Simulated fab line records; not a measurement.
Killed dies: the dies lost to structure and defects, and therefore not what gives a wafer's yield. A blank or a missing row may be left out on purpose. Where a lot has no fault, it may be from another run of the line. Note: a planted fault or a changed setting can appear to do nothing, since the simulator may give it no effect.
Which tool did it? ; flow rit cmos ; Sampling: 15 lots, 45 wafers, 2 of 202 route steps

== WHAT THE GAUGES READ, wafer by wafer ==
RIT_SPACER_THK_MEAS_04. Usual: SPACER_NITRIDE_THK 250.5 nm, standard deviation 2.1.
lot;measured;on;SPACER_NITRIDE_THK (nm);flag
L349;day 3 02:01;film metro-02;252.3 250.7 252.4;
L350;day 3 07:53;film metro-01;251.0 251.2 249.7;
L351;day 3 10:07;film metro-04;251.3 250.7 250.7;
L352;day 3 17:17;film metro-04;255.2 255.3 256.9;
L353;day 3 21:37;film metro-02;253.0 252.2 251.8;
L354;day 4 01:00;film metro-04;250.3 249.4 250.7;
L355;day 4 04:27;film metro-04;251.3 249.0 247.7;
L356;day 4 12:44;film metro-02;246.0 247.4 245.4;
L357;day 4 14:46;film metro-02;248.5 249.7 250.5;
L358;day 4 21:21;film metro-02;421.6 420.2 420.0;OFF
L359;day 5 04:50;film metro-02;249.4 249.0 248.6;
L360;day 5 06:09;film metro-04;416.8 417.3 420.2;OFF
L361;day 5 10:23;film metro-02;420.0 420.4 419.6;OFF
L370;day 7 09:04;film metro-01;252.0 251.4 251.6;
L372;day 7 22:02;film metro-02;249.2 248.2 249.5;

== WHAT TOOL EACH LOT RAN ON (gives the tool, then ch and the chambers of the sampled wafers, and finally the start) ==
lot;RIT_SPACER_CVD_03
L349;lpcvd-02 ch 0, day 2 23:08
L350;lpcvd-02 ch 1, day 3 05:58
L351;lpcvd-01 ch 0, day 3 08:11
L352;lpcvd-02 ch 1, day 3 15:22
L353;lpcvd-01 ch 0, day 3 19:42
L354;lpcvd-02 ch 1, day 3 23:05
L355;lpcvd-01 ch 1, day 4 02:32
L356;lpcvd-02 ch 0, day 4 10:49
L357;lpcvd-01 ch 0, day 4 12:49
L358;lpcvd-01 ch 1, day 4 19:24
L359;lpcvd-02 ch 0, day 5 02:55
L360;lpcvd-01 ch 1, day 5 04:14
L361;lpcvd-01 ch 0, day 5 08:28
L370;lpcvd-02 ch 1, day 7 07:08
L372;lpcvd-02 ch 0, day 7 20:05
- RIT_SPACER_CVD_03: deposits Si3N4 from SiH2Cl2/NH3, target thk 250 nm, time 3300 s.

== WHAT THE TOOLS THEMSELVES READ (means of the sampled wafers that have a number; where no wafer has one, the mark that the record gives instead) ==
RIT_SPACER_CVD_03. Usual: pressure mtorr 300.1 mTorr, standard deviation 0.6; spike tc centre C 811.4 C, standard deviation 1.3; spike tc load C 835.0 C, standard deviation 1.4; spike tc source C 832.8 C, standard deviation 1.2; susceptor temp C 809.9 C, standard deviation 0.32; zone power source pct 20.8 %, standard deviation 2.3.
lot;tool;pressure mtorr (mTorr);spike tc centre C (C);spike tc load C (C);spike tc source C (C);susceptor temp C (C);zone power source pct (%);flag
L349;lpcvd-02;300.3;812.0;835.5;832.7;810.2;21.4;
L350;lpcvd-02;299.9;812.5;836.6;834.4;810.1;23.3;
L351;lpcvd-01;300.8;811.0;833.5;832.3;809.6;22.8;
L352;lpcvd-02;300.2;812.5;836.8;833.7;809.8;23.3;
L353;lpcvd-01;300.9;811.2;834.0;832.0;809.9;22.7;
L354;lpcvd-02;299.9;813.3;834.7;835.2;810.0;23.4;
L355;lpcvd-01;300.5;810.9;835.5;833.5;810.2;18.1;
L356;lpcvd-02;300.3;812.0;835.9;832.4;810.0;21.5;
L357;lpcvd-01;300.0;810.8;833.5;832.1;809.6;22.8;
L358;lpcvd-01;299.4;856.1;880.9;877.9;854.8;20.4;OFF
L359;lpcvd-02;300.2;811.7;836.3;833.2;809.7;21.5;
L360;lpcvd-01;299.1;856.3;879.7;877.9;854.7;20.3;OFF
L361;lpcvd-01;299.8;856.1;879.7;877.6;854.5;25.6;OFF
L370;lpcvd-02;300.3;812.6;836.9;834.5;809.5;23.2;
L372;lpcvd-02;301.2;810.8;835.9;831.2;810.1;21.7;

== THE ANSWER, worked out from the rows above alone ==
Rule: take the mean of a lot's wafers that have a number; if it is more than 3 standard deviations from the usual mean, the lot is off. A lot without any number at a reading at which 4 lots or more have one is off too. The other lots that the step has rows for count as sound. First the gauges in route order, then the tools' own readings, where a lot's mean is used as printed above. The first step at which some lot is off is used, and at that step the reading that is off furthest; a lot without a number counts as furthest.
Off: at RIT_SPACER_THK_MEAS_04 (SPACER_NITRIDE_THK), L358, L360, L361.
If a tool, at a process step before that reading, ran all the lots that are off and no sound lot after the first of them, it fits. Not tried: the gauges at RIT_SPACER_THK_MEAS_04; whatever is off there is also off at RIT_SPACER_CVD_03, on other tools, and gauge error can't account for it. One fits: RIT_SPACER_CVD_03 on lpcvd-01. Its last sound lot is L357 (day 4 12:49), its first lot that is off L358 (day 4 19:24): a fault that began between those two fits.
The tool's own readings at RIT_SPACER_CVD_03 bear it out: on the lots that are off they differ by more than 5 times the standard deviation of the sound lots' means. spike tc centre C reads 856.2 C there against 811.8 C on the sound lots; spike tc load C reads 880.1 C there against 835.4 C on the sound lots; spike tc source C reads 877.8 C there against 833.1 C on the sound lots; susceptor temp C reads 854.7 C there against 809.9 C on the sound lots.

== WHAT THE SIMULATOR HAD PUT IN ==
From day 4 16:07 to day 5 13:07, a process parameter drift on lpcvd-01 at RIT_SPACER_CVD_03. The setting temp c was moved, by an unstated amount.
Lots struck among those shown: L358, L360, L361. The same result came from the rule above.
